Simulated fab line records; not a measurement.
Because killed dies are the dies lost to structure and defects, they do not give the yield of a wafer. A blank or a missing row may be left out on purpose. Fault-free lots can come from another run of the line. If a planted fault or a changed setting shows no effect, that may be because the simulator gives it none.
Which of the tools did it? ; flow berkeley cmos170 ; 14 lots, 42 wafers sampled, at 4 steps of a route of 331

== WHAT THE GAUGES READ, wafer by wafer ==
UCB170_V2_CD_MEAS_12 targets a cd of 700 nm. Usual: cd nm 699.7 nm, standard deviation 1.6.
lot;measured;on;cd nm (nm);flag
L958;day 8 16:09;cd sem-01;699.5 700.0 697.7;
L957;day 8 16:29;cd sem-01;698.6 695.4 697.5;
L959;day 9 01:07;cd sem-01;699.2 699.5 698.5;
L960;day 9 14:35;cd sem-01;699.0 700.8 699.9;
L962;day 9 14:28;cd sem-01;699.1 697.1 699.2;
L961;day 9 14:46;cd sem-01;698.9 699.5 699.9;
L965;day 10 16:48;cd sem-02;697.0 697.9 698.3;
L967;day 11 13:49;cd sem-02;700.8 698.9 700.6;
L974;day 12 20:25;cd sem-02;701.1 700.1 700.6;
L976;day 12 22:19;cd sem-02;698.7 698.4 699.1;
L975;day 12 22:09;cd sem-01;700.4 699.4 699.8;
L977;day 13 07:36;cd sem-01;699.2 697.3 697.4;
L979;day 13 11:07;cd sem-02;703.8 704.7 702.6;
L980;day 13 11:23;cd sem-02;699.3 699.4 700.5;

UCB170_M3_OVL_MEAS_16. Usual: M3_OVL gives -2 nm (standard deviation 5.3).
lot;measured;on;M3_OVL (nm);flag
L958;day 8 18:59;overlay-01;-1 -6 -5;
L957;day 8 19:24;overlay-01;2 -10 -6;
L959;day 9 04:03;overlay-02;-6 -10 -5;
L960;day 9 17:49;overlay-01;-10 -8 -13;
L962;day 9 17:41;overlay-02;-4 -1 -9;
L961;day 9 18:13;overlay-01;-11 -11 -6;
L965;day 10 19:22;overlay-02;4 -6 3;
L967;day 11 16:40;overlay-02;3 -6 4;
L974;day 13 00:40;overlay-02;0 -7 -1;
L976;day 13 01:43;overlay-02;-3 -3 -4;
L975;day 13 01:20;overlay-02;4 -7 -1;
L977;day 13 10:18;overlay-02;3 6 -3;
L979;day 13 13:43;overlay-02;-1 -2 -1;
L980;day 13 14:05;overlay-02;3 3 -6;

== TOOL THAT RAN EACH LOT (tool first, then ch and the chambers of the sampled wafers, then the start) ==
lot;UCB170_GATE_COAT_07;UCB170_M1_SPUTTER_00
L958;litho track-02 ch 0, day 7 01:00;pvd sputter-04, day 8 04:11
L957;litho track-04 ch 0, day 7 01:00;pvd sputter-01, day 8 04:29
L959;litho track-02 ch 0, day 7 13:00;pvd sputter-03, day 8 14:21
L960;litho track-04 ch 0, day 8 03:00;pvd sputter-03, day 9 02:05
L962;litho track-02 ch 0, day 8 03:00;pvd sputter-04, day 9 03:03
L961;litho track-03 ch 0, day 8 03:00;pvd sputter-01, day 9 02:41
L965;litho track-03 ch 0, day 9 01:00;pvd sputter-01, day 10 01:05
L967;litho track-03 ch 0, day 9 23:00;pvd sputter-03, day 10 23:36
L974;litho track-04 ch 0, day 11 01:00;pvd sputter-04, day 12 08:12
L976;litho track-02 ch 0, day 11 06:00;pvd sputter-04, day 12 08:56
L975;litho track-04 ch 0, day 11 06:00;pvd sputter-03, day 12 08:28
L977;litho track-04 ch 0, day 11 12:00;pvd sputter-01, day 12 15:35
L979;litho track-04 ch 0, day 11 21:00;pvd sputter-03, day 12 21:22
L980;litho track-02 ch 0, day 11 21:00;pvd sputter-01, day 12 21:48
- UCB170_GATE_COAT_07: resist thk 900 nm.
- UCB170_M1_SPUTTER_00: material Al, target thk 600 nm, time 80 s.

== AS READ BY THE TOOLS THEMSELVES (means over the sampled wafers that have a number; for cases with no such wafer, the mark the record gives instead) ==
UCB170_GATE_COAT_07. Usual: spin speed rpm 1499.8 rpm, standard deviation 0.82.
lot;tool;spin speed rpm (rpm);flag
L958;litho track-02;1499.4;
L957;litho track-04;1499.5;
L959;litho track-02;1499.8;
L960;litho track-04;1500.4;
L962;litho track-02;1498.9;
L961;litho track-03;1499.6;
L965;litho track-03;1472.3;OFF
L967;litho track-03;1473.0;OFF
L974;litho track-04;1500.4;
L976;litho track-02;1499.7;
L975;litho track-04;1499.9;
L977;litho track-04;1499.0;
L979;litho track-04;1499.4;
L980;litho track-02;1500.0;

UCB170_M1_SPUTTER_00. Usual: chamber pressure pa 0.5002 Pa, standard deviation 0.0011; throttle valve pct 29.6 %, standard deviation 0.91.
lot;tool;chamber pressure pa (Pa);throttle valve pct (%);flag
L958;pvd sputter-04;0.5003;29.5;
L957;pvd sputter-01;0.5003;29.0;
L959;pvd sputter-03;0.5000;29.2;
L960;pvd sputter-03;0.4997;30.0;
L962;pvd sputter-04;0.5006;29.9;
L961;pvd sputter-01;0.5002;28.7;
L965;pvd sputter-01;0.5005;30.7;
L967;pvd sputter-03;0.5016;30.0;
L974;pvd sputter-04;0.4996;29.8;
L976;pvd sputter-04;0.5018;29.9;
L975;pvd sputter-03;0.5004;29.5;
L977;pvd sputter-01;0.5002;29.3;
L979;pvd sputter-03;0.5001;29.3;
L980;pvd sputter-01;0.5001;30.0;

== THE ANSWER, worked out from the rows above alone ==
Rule: take the mean of a lot's wafers that have a number; if it is more than 3 standard deviations from the usual mean, the lot is off. Also off: a lot with no number at a reading for which 4 or more lots have one. The other lots that the step has rows for count as sound. First the gauges in route order, then the tools' own readings, where a lot's mean is used as printed above. At the first step where some lot is off, the reading lying furthest off is the one used; lots without a number count as furthest.
Off, at UCB170_GATE_COAT_07 on spin speed rpm: L965, L967.
If a tool, at that step or one of the process steps before it, ran each lot that is off and ran no sound lot following the first of them, it fits. One fits: litho track-03 at UCB170_GATE_COAT_07. A fault onset in the window from L961 (day 8 03:00, its last sound lot) to L965 (day 9 01:00, its first lot off) fits.
On the lots that are off, the tool's own readings at UCB170_GATE_COAT_07 differ by more than 5 times the standard deviation of the sound lots' means, which bears it out; spin speed rpm reads 1472.7 rpm there versus 1499.7 rpm on the sound lots.

== WHAT WAS PUT IN BY THE SIMULATOR ==
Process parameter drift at UCB170_GATE_COAT_07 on litho track-03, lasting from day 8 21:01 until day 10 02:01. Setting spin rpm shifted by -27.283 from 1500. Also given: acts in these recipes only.
Lots struck among those shown: L965, L967. Same finding as the rule above.
